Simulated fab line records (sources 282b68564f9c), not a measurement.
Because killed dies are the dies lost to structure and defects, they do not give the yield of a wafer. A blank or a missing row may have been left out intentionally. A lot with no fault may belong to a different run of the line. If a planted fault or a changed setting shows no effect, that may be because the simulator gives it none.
Which of the tools did it? + flow rit cmos + 7 lots, 21 wafers sampled, at 1 step of a route of 202

== WHAT THE GAUGES SHOWED, per wafer ==
RIT_GATE_OVL_MEAS_17.
| lot  | measured    | on         | GATE_OVL (nm)  |
|------|-------------|------------|----------------|
| L916 | day 2 21:58 | overlay-01 | 1.3 1.7 0.9    |
| L918 | day 3 08:21 | overlay-02 | -5.2 -5.0 -3.6 |
| L920 | day 3 18:54 | overlay-01 | -1.1 -1.6 -0.7 |
| L923 | day 4 09:37 | overlay-01 | -2.8 -1.1 -2.7 |
| L925 | day 4 23:20 | overlay-01 | -0.3 -0.4 -1.6 |
| L932 | day 6 06:19 | overlay-02 | -2.4 -1.4 -0.9 |
| L936 | day 7 02:28 | overlay-02 | -2.4 -1.1 -0.4 |

== WHAT TOOL EACH LOT RAN ON (gives the tool, then ch and the chambers of the sampled wafers, and finally the start) ==
No process step before these readings appears in the record.

== THE ANSWER, worked out from the rows above alone ==
Rule: what is usual is taken from the lots themselves. The widest of any qualifying gaps counts: lots, ordered by their means at a reading, are off when they make up no more than a third of the lots, leave a main group of 4 or more, and stand apart from it by 3 or more times the standard deviation of that group's means. A main group whose means are all the same, to the digits that the tables above print for the reading, isn't used. Also off: a lot with no number at a reading for which 4 or more lots have one. All remaining lots with rows at the step are treated as sound.
Nothing can be told from this: no lot is off at any reading shown.

== WHAT THE SIMULATOR PUT IN ==
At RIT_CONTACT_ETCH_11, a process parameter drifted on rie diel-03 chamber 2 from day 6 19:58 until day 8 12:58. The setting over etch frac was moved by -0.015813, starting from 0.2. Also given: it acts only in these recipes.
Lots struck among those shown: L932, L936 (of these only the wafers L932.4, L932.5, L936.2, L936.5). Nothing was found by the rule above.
